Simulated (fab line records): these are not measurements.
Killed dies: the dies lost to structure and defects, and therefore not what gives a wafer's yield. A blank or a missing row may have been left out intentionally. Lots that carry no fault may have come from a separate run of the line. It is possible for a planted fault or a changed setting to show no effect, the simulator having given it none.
What tool caused it? + flow berkeleyCmos170 + 13 lots with 39 wafers sampled at 2 steps, on a route of 331 steps

## WHAT EACH GAUGE READ, for each wafer
UCB170_NLDD_CD_MEAS_06: target cd 1200 nm.
| lot  | measured     | on       | cdNm (nm)            |
|------|--------------|----------|----------------------|
| L653 | day 7 12:58  | cdSem-02 | 1199.7 1199.1 1199.2 |
| L654 | day 7 14:49  | cdSem-01 | 1200.2 1199.4 1200.3 |
| L660 | day 8 13:53  | cdSem-02 | 1200.0 1199.2 1199.7 |
| L655 | day 8 14:23  | cdSem-01 | 1197.7 1198.6 1197.5 |
| L659 | day 8 14:37  | cdSem-02 | 1200.0 1198.5 1199.3 |
| L662 | day 8 14:44  | cdSem-02 | 1198.4 1199.5 1199.2 |
| L661 | day 8 15:00  | cdSem-01 | 1201.1 1199.0 1198.8 |
| L656 | day 8 15:02  | cdSem-02 | 1199.7 1200.4 1201.2 |
| L664 | day 9 05:21  | cdSem-01 | 1201.6 1201.8 1201.5 |
| L670 | day 11 01:38 | cdSem-01 | 1203.6 1203.1 1202.1 |
| L672 | day 11 14:04 | cdSem-02 | 1201.3 1200.6 1200.5 |
| L674 | day 11 14:39 | cdSem-02 | 1200.4 1200.3 1200.3 |
| L676 | day 11 15:59 | cdSem-01 | 1202.3 1202.5 1202.3 |

UCB170_NLDD_TW_MEAS_11.
| lot  | measured     | on           | NLDD_TW        |
|------|--------------|--------------|----------------|
| L653 | day 7 13:31  | filmMetro-04 | 2216 2208 2197 |
| L654 | day 7 15:23  | filmMetro-04 | 2219 2198 2193 |
| L660 | day 8 14:25  | filmMetro-02 | 2219 2218 2215 |
| L655 | day 8 14:55  | filmMetro-04 | 2193 2189 2201 |
| L659 | day 8 15:10  | filmMetro-02 | 2213 2206 2210 |
| L662 | day 8 15:17  | filmMetro-01 | 2222 2228 2232 |
| L661 | day 8 15:33  | filmMetro-04 | 2191 2188 2193 |
| L656 | day 8 15:35  | filmMetro-02 | 2217 2217 2207 |
| L664 | day 9 05:53  | filmMetro-04 | 2192 2189 2179 |
| L670 | day 11 02:12 | filmMetro-01 | 2224 2216 2227 |
| L672 | day 11 14:36 | filmMetro-02 | 2196 2191 2183 |
| L674 | day 11 15:13 | filmMetro-01 | 2226 2217 2215 |
| L676 | day 11 16:31 | filmMetro-01 | 2226 2224 2232 |

## WHAT TOOL EACH LOT RAN ON (gives the tool, then ch and the chambers of the sampled wafers, and finally the start)
The record holds no process step before these readings.

## WHAT THE TOOLS THEMSELVES READ (means of the sampled wafers that have a number; where no wafer has one, the mark that the record gives instead)
The record holds no such reading with a usual standard deviation.

## THE ANSWER, worked out from the rows above alone
Rule: the usual values come from the lots themselves. The widest of any qualifying gaps counts: lots, ordered by their means at a reading, are off when they make up no more than a third of the lots, leave a main group of 4 or more, and stand apart from it by 3 or more times the standard deviation of that group's means. A main group is skipped when, at the precision printed for the reading in the tables above, its means are all equal. A lot without any number at a reading at which 4 lots or more have one is off too. All remaining lots with rows at the step are treated as sound. After the gauges, taken in route order, come the tools' own readings; for these a lot's mean is taken, as printed above. At the first step where some lot is off, the reading lying furthest off is the one used; lots without a number count as furthest.
No lot is off at any reading shown: from this, nothing can be told.

## WHAT THE SIMULATOR HAD PUT IN
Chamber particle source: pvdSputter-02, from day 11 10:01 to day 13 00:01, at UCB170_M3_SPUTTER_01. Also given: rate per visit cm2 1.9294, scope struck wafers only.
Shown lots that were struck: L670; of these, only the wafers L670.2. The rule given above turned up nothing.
